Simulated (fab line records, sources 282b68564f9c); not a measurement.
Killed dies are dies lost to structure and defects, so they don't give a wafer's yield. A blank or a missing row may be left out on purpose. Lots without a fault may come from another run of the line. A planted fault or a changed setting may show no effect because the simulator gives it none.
One fault seen from 2 desks | flow rit_cmos | each desk has only its own numbers; what lay behind them comes last

THE METROLOGY DESK
What the gauges read, lot by lot, whatever tool the lot ran on: means of the sampled wafers that have a number. A lot is out of limits, marked OUT, if its mean lies more than 4 standard deviations from the usual mean; the brackets give that distance.
Columns: A = cd_nm at RIT_ACTIVE_CD_MEAS_11, usual 1401.2 nm; B = PRETRO_TW at RIT_PRETRO_TW_MEAS_10, usual 466.2; C = PSD_TW at RIT_PSD_TW_MEAS_10, usual 3385; D = PSD_RS at RIT_SDANNEAL_RS_MEAS_04, usual 115.96 ohm/sq; E = M1_OVL at RIT_M1_OVL_MEAS_10, usual -1.1 nm
lot  | first seen here | A      | B     | C    | D                | E
L810 | day 1 22:28     | 1401.4 | 463.7 | 3380 | 115.86           | -1.5
L811 | day 2 00:26     | 1402.1 | 468.8 | 3379 | 115.88           | -2.3
L812 | day 2 05:35     | 1402.1 | 470.0 | 3412 | 115.96           | -1.6
L813 | day 2 10:32     | 1403.4 | 468.1 | 3413 | 116.06           | -1.8
L814 | day 2 15:29     | 1398.3 | 468.8 | 3337 | 116.05           | -1.0
L815 | day 2 20:35     | 1403.7 | 468.2 | 3381 | 116.02           | -1.9
L817 | day 3 06:35     | 1399.6 | 464.5 | 3331 | 115.83           | -0.3
L820 | day 3 21:35     | 1401.5 | 463.6 | 3377 | 116.29           | -0.3
L822 | day 4 07:35     | 1402.8 | 462.3 | 3508 | 108.05 (-28) OUT | -3.5
L826 | day 5 03:29     | 1402.1 | 468.0 | 3484 | 108.33 (-27) OUT | -0.1
L827 | day 5 08:29     | 1403.0 | 462.5 | 3361 | 116.27           | 0.2
L828 | day 5 13:28     | 1399.5 | 467.9 | 3424 | 115.86           | -1.7
L829 | day 5 18:26     | 1400.1 | 463.6 | 3364 | 115.58           | -1.1
L830 | day 5 23:35     | 1401.2 | 465.9 | 3431 | 116.03           | -1.2
This desk's finding: out of limits on L822, L826; first on L822, day 5 18:56 (PSD_RS at RIT_SDANNEAL_RS_MEAS_04). In limits: L810, L811, L812, L813, L814, L815, L817, L820, L827, L828, L829, L830.

THE TOOL OWNER'S DESK: implanter-02
The tool's own readings at RIT_PSD_IMPLANT_08: means of the sampled wafers that have a number, for each lot that ran on this tool. A lot is out of limits, marked OUT, if its mean lies more than 4 standard deviations from the usual mean; the brackets give that distance.
Columns: A = beam_on_s at RIT_PSD_IMPLANT_08, usual 12.60 s; B = dose_ions_cm2 at RIT_PSD_IMPLANT_08, usual 5e+15; C = end_station_pressure_torr at RIT_PSD_IMPLANT_08, usual 1.46e-05 Torr
lot  | first seen here | A               | B                       | C
L814 | day 4 03:44     | 12.99           | 5e+15                   | 1.50e-05
L817 | day 4 17:11     | 13.06           | 5e+15                   | 1.49e-05
L820 | day 5 07:28     | 12.74           | 5e+15                   | 1.43e-05
L822 | day 5 18:06     | 24.30 (+40) OUT | 1e+16 (+99 or more) OUT | 1.23e-05
L826 | day 6 15:57     | 24.23 (+40) OUT | 1e+16 (+99 or more) OUT | 1.24e-05
This desk's finding: out of limits on L822, L826; first on L822, day 5 18:06 (beam_on_s at RIT_PSD_IMPLANT_08). In limits: L814, L817, L820.

PUT TOGETHER
The tool owner's desk could have raised an alarm at day 5 18:06, on L822, L826.
The metrology desk could have raised an alarm at day 5 18:56, on L822, L826.
Of the lots named, all ran RIT_PSD_IMPLANT_08 on implanter-02.

WHAT THE SIMULATOR HAD PUT IN
Process parameter drift: implanter-02, from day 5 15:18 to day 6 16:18, at RIT_PSD_IMPLANT_08. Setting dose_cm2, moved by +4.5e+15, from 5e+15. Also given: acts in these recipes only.
Lots struck among those shown: L822, L826.
Hours from the fault's start to each desk's first reading out of limits: the tool owner's desk, 3; the metrology desk, 4.
